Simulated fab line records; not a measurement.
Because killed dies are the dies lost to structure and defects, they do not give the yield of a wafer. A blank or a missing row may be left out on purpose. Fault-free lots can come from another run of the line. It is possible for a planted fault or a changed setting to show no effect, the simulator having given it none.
Problem report, 8D (eight disciplines) form, completed by code    flow berkeley_cmos170    the parts of the form that need people (team, actions taken, sign-off) are left out

## 1. WHAT IS WRONG
Wafers free of any fault read 37.27 ohm/sq (standard deviation 0.09) for NSD_RS at UCB170_SDANNEAL_RS_MEAS_03, against a mean of 35.83 ohm/sq on 6 wafers of 2 lots. That is -16 standard deviations from the usual mean.
The step: measures by four-point-probe.
The first sign was on wafer L773.1 at day 8 22:31, on film_metro-02. At this step, 42 wafers from 14 lots have a number in the record. By rule, "out" or "out of limits" means more than 4 standard deviations away from the usual mean. All remaining wafers that have a number are taken as sound.

## 2. WHAT IT IS; WHAT IT IS NOT
question                     is                      is not
which readings at this step  NSD_RS                  -
which lots                   L773, L776              L763, L764, L765, L766, L767, L768, L772, L777, L782, L783, L784, L785
which wafers of those lots   all that have a number  -
read on which gauges         film_metro-02           film_metro-01, film_metro-03
when                         from day 8 22:31        up to then (21 sound wafers); but 15 sound wafers of L777, L782, L783, L784, L785 came after

## 3. THE SUSPECTS, EACH WITH WHAT RULES IT OUT
Counting: any tool at a process step up to the reading is kept as a suspect provided that every lot that is out went through it and no sound lot did after the first of them.
- ruled out: the gauge at UCB170_SDANNEAL_RS_MEAS_03. All the wafers that are out were read on film_metro-02, but those of them that UCB170_NSD_IMPLANT_08 has rows for are out there too, on other tools.
- implanter-02 at UCB170_NSD_IMPLANT_08: kept. Every lot that is out went through it, starting with L773 (day 8 17:46), and after that it ran no sound lot; the last sound lot it ran before then is L767 (day 7 02:07). On those wafers its own readings are out: beam_energy_keV.
After counting, what remains is implanter-02 at UCB170_NSD_IMPLANT_08.

## 4. THE CAUSE (what the simulator had put in)
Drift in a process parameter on implanter-02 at UCB170_NSD_IMPLANT_08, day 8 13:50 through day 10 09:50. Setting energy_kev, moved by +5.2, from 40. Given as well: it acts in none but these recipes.
Counting left only this tool.

## 5. THE EFFECT CHAIN, in route order
Each row: a reading where the mean over the struck wafers with a number is more than 3 standard deviations away from the usual. Scope: only readings with a usual standard deviation given in the record; hours: median across lots of the time from each lot's start at the first step in this table that gives one to its start at this step; sigmas: change in usual standard deviations.
hours  step                        reading                   usual         on struck wafers  change  sigmas
0      UCB170_NSD_IMPLANT_08       beam_energy_keV           39.999        45.191            +5.192  +99 or more
0      UCB170_NSD_STRIP_09         oes_product_au            0.534 a.u.    0.518             -0.016  -3.6
0      UCB170_NSD_STRIP_09         strip_time_to_endpoint_s  35.81 s       37.74             +1.93   +19
0      UCB170_NSD_TW_MEAS_10       NSD_TW                    4241          4478              +237    +3.2
3      UCB170_SDANNEAL_RS_MEAS_03  NSD_RS                    37.27 ohm/sq  35.83             -1.44   -16
The process steps in it:
- UCB170_NSD_IMPLANT_08
- UCB170_NSD_STRIP_09: strips in O2.

## 6. HOW IT WOULD HAVE BEEN CAUGHT EARLIER
9 hours passed between the start of the fault at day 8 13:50 and the first reading out of limits at a measuring or inspecting step in this record, taken at day 8 22:31.
The tool's own readings at UCB170_NSD_IMPLANT_08 were out on every struck wafer that the step has a row for (beam_energy_keV): an alarm limit on them would have fired on the first of those.
Lots out: 2; of these, L776 started UCB170_NSD_IMPLANT_08 on implanter-02 after day 8 22:31. Holding the tool at that time would have saved it.
